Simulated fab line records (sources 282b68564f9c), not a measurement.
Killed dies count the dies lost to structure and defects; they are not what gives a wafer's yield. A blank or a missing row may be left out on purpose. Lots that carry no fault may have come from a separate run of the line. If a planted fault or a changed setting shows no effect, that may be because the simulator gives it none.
Split-lot experiment | flow ritCmos | 5 lots, 23 wafers read, on a route of 202 steps

== THE SPLIT ITSELF ==
At RIT_M1_COAT_04 (resist thk 1300 nm), the setting spinRpm was moved away from the recipe's 2000 rpm on 10 of the 23 wafers read, by -2.1% to +6.9%. The other wafers ran this setting at the recipe's value.

== FROM THE SPLIT TO THE READING: what the file shows between them, 2 steps ==
- RIT_M1_SOFTBAKE_05: time 60 s
- RIT_M1_EXPOSE_06: exposes mask M12, target cd 2600 nm

== THE READING ==
NOVOLAK_of_M1_COAT_04.thkNm (the simulator's own value, which no gauge read), in nm, at RIT_M1_HARDBAKE_11 (time 120 s). No usual value for it is given in the file. Across the 13 wafers here that went through the recipe, the average is 1136 nm and the standard deviation 5.2 nm.

wafer  | tool, chamber at the split | spinRpm as run, rpm | against the recipe | NOVOLAK_of_M1_COAT_04.thkNm, nm | against lot-mates on the recipe
L074.1 | lithoTrack-02, 0           | 2057                | +2.8%              | 1129                            | -14
L074.2 | lithoTrack-02, 0           | 2057                | +2.8%              | 1131                            | -12
L074.3 | lithoTrack-02, 0           | 2000                | recipe             | 1145                            | -
L074.4 | lithoTrack-02, 0           | 2000                | recipe             | 1143                            | -
L074.5 | lithoTrack-02, 0           | 2000                | recipe             | 1142                            | -
L077.1 | lithoTrack-04, 0           | 2139                | +6.9%              | 1097                            | -34
L077.2 | lithoTrack-04, 0           | 2000                | recipe             | 1133                            | -
L077.3 | lithoTrack-04, 0           | 2139                | +6.9%              | 1094                            | -37
L077.4 | lithoTrack-04, 0           | 2000                | recipe             | 1130                            | -
L077.6 | lithoTrack-04, 0           | 2000                | recipe             | 1130                            | -
L078.1 | lithoTrack-02, 0           | 1962                | -1.9%              | 1152                            | +12
L078.3 | lithoTrack-02, 0           | 2000                | recipe             | 1138                            | -
L078.4 | lithoTrack-02, 0           | 1962                | -1.9%              | 1151                            | +12
L078.5 | lithoTrack-02, 0           | 1962                | -1.9%              | 1153                            | +14
L078.6 | lithoTrack-02, 0           | 2000                | recipe             | 1141                            | -
L082.1 | lithoTrack-04, 0           | 2000                | recipe             | 1129                            | -
L082.4 | lithoTrack-04, 0           | 2000                | recipe             | 1134                            | -
L082.6 | lithoTrack-04, 0           | 2000                | recipe             | 1132                            | -
L083.1 | lithoTrack-01, 0           | 2000                | recipe             | 1135                            | -
L083.3 | lithoTrack-01, 0           | 1957                | -2.1%              | 1148                            | +14
L083.5 | lithoTrack-01, 0           | 1957                | -2.1%              | 1148                            | +14
L083.4 | lithoTrack-01, 0           | 2000                | recipe             | 1133                            | -
L083.6 | lithoTrack-01, 0           | 1957                | -2.1%              | 1144                            | +10

FIT RESULTS
A straight line over all 23 wafers: NOVOLAK_of_M1_COAT_04.thkNm changes by -5.56 nm for each +1% of spinRpm; r = -0.93; the points scatter about the line by 5.5 nm.
The same after taking each lot's own level away (the mean of its wafers on the recipe; 23 wafers): -5.29 nm for each +1%; r = -0.99; scatter 1.8 nm.
The reading moves by 37 nm for the largest change in spinRpm, on that fit.
Across the lots, their own levels run from 1131.0 to 1143.3 nm, a range of 2.4 times the standard deviation given above.
The two slopes agree, so the slope changes little with the lot-to-lot level.
Check: for one of the wafers moved furthest among these (+6.9%), held out of the fit, the line's prediction against its lot-mates is -37.2 nm. Against them it came out at -34 nm.

== FURTHER SPLITS ON THESE WAFERS ==
Before the reading, these wafers also passed through other splits. Each is held against what the fit with the lots' levels taken away leaves over:
other split on the same wafers | wafers away from the commonest value | r with NOVOLAK_of_M1_COAT_04.thkNm (lot level and that fit taken away)
RIT_SDANNEAL_CLEAN_00 tempC    | 15                                   | +0.17
RIT_SILICIDE_WET_ETCH_00 timeS | 10                                   | +0.05
RIT_CONTACT_ETCH_11 timeS      | 8                                    | -0.23

== THE WHOLE CHAIN: every reading that the file lists as answering this split, in the file's order ==
step                 | what it does                                                          | reading                                                                      | change (the file's fit)                                                           | r (the file's)
RIT_M1_COAT_04       | resist thk 1300 nm                                                    | NOVOLAK_of_M1_COAT_04.thkNm (the simulator's own value, which no gauge read) | -5.97 nm for each +1% of the setting                                              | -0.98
RIT_M1_HARDBAKE_11   | time 120 s                                                            | NOVOLAK_of_M1_COAT_04.thkNm (the simulator's own value, which no gauge read) | -5.15 nm for each +1% of the setting                                              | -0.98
RIT_M1_METAL_ETCH_12 | etches Al in Cl2/BCl3, stops on SiO2, time 165 s, target depth 600 nm | NOVOLAK_of_M1_COAT_04.thkNm (the simulator's own value, which no gauge read) | -4.51 nm for each +1% of the setting, in a fit together with rfW@M1_METAL_ETCH_12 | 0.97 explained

== FILE'S OWN FIT ==
NOVOLAK_of_M1_COAT_04.thkNm changes by -5.15 nm for each +1% of spinRpm, r = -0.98.
